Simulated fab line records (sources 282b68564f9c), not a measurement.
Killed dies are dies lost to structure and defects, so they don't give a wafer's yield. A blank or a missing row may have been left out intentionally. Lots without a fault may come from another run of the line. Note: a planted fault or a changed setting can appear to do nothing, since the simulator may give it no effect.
Comparing a struck lot with a sound one || flow rit_cmos || 29 out of 202 route steps
Sound: the wafers L553.2, L553.5, L553.6. The struck wafers were L565.2, L565.3, L565.6. At the end, the cause is stated.
Per side, at each step with rows, come the tool, then ch with its chambers, and then its first start. Under that, the readings that differ: sound wafers || struck wafers || difference of the means || sigmas: that difference in standard deviations of wafers without a fault.
alike: a reading whose means differ by less than 2 such deviations, as well as words and numbers matching on both sides. not compared: withheld readings; readings where some wafer has no value; bounds like >300 that might hide an equal value; numbers whose values overlap and for which the record gives no deviation.
The two part at a step that has a row with sigmas, a row that says differs or no value, or rows on one side only. Numbers that have no deviation but don't overlap get no sigmas and don't part them. A reading that every wafer of one side lacks parts them only if that side has two wafers or more.

first, 6 steps without rows for these wafers: RIT_SDANNEAL_RTA_03 (time 5 s); RIT_SILICIDE_WET_ETCH_00 (etches SiO2 in BOE, target depth 14 nm, time 15.5 s); RIT_SILICIDE_SPUTTER_01 (material Ti, target thk 30 nm, time 240 s); RIT_SILICIDE_RTA_04 (time 10 s, ramp up 5 s, ramp down 5 s); RIT_SILICIDE_WET_ETCH_05 (etches Ti in SPM, time 120 s); RIT_SILICIDE_RTA_06 (time 10 s, ramp up 5 s, ramp down 10 s).
RIT_CONTACT_CVD_00: deposits SiO2 from TEOS, target thk 400 nm, time 61 s.
  sound on pecvd-02 ch 0,1,2, day 3 19:14; struck on pecvd-02 ch 0,1,2, day 6 10:13
{"reading": "model.SiO2_of_CONTACT_CVD_00.thk_nm (nm)", "sound": "388.9 398.6 398.5", "struck": "375.6 371.5 381.2", "difference": -19.2, "sigmas": ""}
  alike: heater_power_w
RIT_CONTACT_THK_MEAS_01:
  struck on film_metro-02, day 6 10:31; sound on film_metro-02, day 3 19:17
{"reading": "CONTACT_TEOS_THK (nm)", "sound": "389 399 398", "struck": "376 371 381", "difference": -19, "sigmas": -4}
  not compared: hold
then, 6 steps without rows for these wafers: RIT_CONTACT_COAT_03 (resist thk 1000 nm); RIT_CONTACT_SOFTBAKE_04 (time 60 s); RIT_CONTACT_EXPOSE_05 (exposes mask M11, target cd 1000 nm); RIT_CONTACT_PEB_06; RIT_CONTACT_DEVELOP_07 (develop time 120 s); RIT_CONTACT_HARDBAKE_10 (time 60 s).
RIT_CONTACT_ETCH_11: etches SiO2 in CHF3/CF4/Ar, stops on TiSi2, target depth 480 nm, time 320 s.
  sound on rie_diel-02 ch 2,3, day 3 20:37; struck on rie_diel-02 ch 2,3, day 6 14:35
{"reading": "model.CONTACT.feature_depth_nm (nm)", "sound": "388.9 398.6 398.5", "struck": "375.6 371.5 381.2", "difference": -19.2, "sigmas": ""}
{"reading": "model.etch.depth_nm (nm)", "sound": "388.9 398.6 398.5", "struck": "375.6 371.5 381.2", "difference": -19.2, "sigmas": ""}
  alike: drypump_motor_current_A, oes_product_au, throttle_valve_pct
  not compared: rf_hours_counter_h
then, 11 steps without rows for these wafers: RIT_CONTACT_STRIP_12 (strips in O2, time 180 s); RIT_CONTACT_CLEAN_13 (cleans in SC1, time 600 s); RIT_CONTACT_CLEAN_14 (cleans in SC2, time 600 s); RIT_M1_SPUTTER_00 (material Al, target thk 400 nm, time 500 s); RIT_M1_HMDS_03 (prime time 60 s); RIT_M1_COAT_04 (resist thk 1300 nm); RIT_M1_SOFTBAKE_05 (time 60 s); RIT_M1_EXPOSE_06 (exposes mask M12, target cd 2600 nm); RIT_M1_PEB_07; RIT_M1_DEVELOP_08 (develop time 68 s); RIT_M1_HARDBAKE_11 (time 120 s).
RIT_M1_METAL_ETCH_12: etches Al in Cl2/BCl3, stops on SiO2, time 165 s, target depth 600 nm.
  sound on rie_metal-01 ch 1, day 3 23:22; struck on rie_metal-01 ch 0,1, day 6 17:27
{"reading": "drypump_motor_current_A (A)", "sound": "5.8 5.9 5.9", "struck": "5.8 5.0 5.0", "difference": -0.6, "sigmas": -2}
{"reading": "model.SiO2_of_CONTACT_CVD_00.thk_nm (nm)", "sound": "352.9 362.7 362.4", "struck": "340 333.9 344", "difference": -20, "sigmas": ""}
  alike: oes_product_au, throttle_valve_pct
  not compared: rf_hours_counter_h
then, 1 step without rows for these wafers: RIT_M1_STRIP_13 (strips in nmp, time 600 s).
RIT_M1_PROBE_99:
  struck on prober-02, day 6 19:45; sound on prober-02, day 4 01:47
  alike: killed_at_contacts, killed_at_front_end, killed_dies, killed_open, killed_short

## WHERE THEY PART
First at RIT_CONTACT_THK_MEAS_01; last, within this record, at RIT_M1_METAL_ETCH_12. Later steps at which nothing parts them and some readings are alike: RIT_M1_PROBE_99.

WHY: what had been put in by the simulator
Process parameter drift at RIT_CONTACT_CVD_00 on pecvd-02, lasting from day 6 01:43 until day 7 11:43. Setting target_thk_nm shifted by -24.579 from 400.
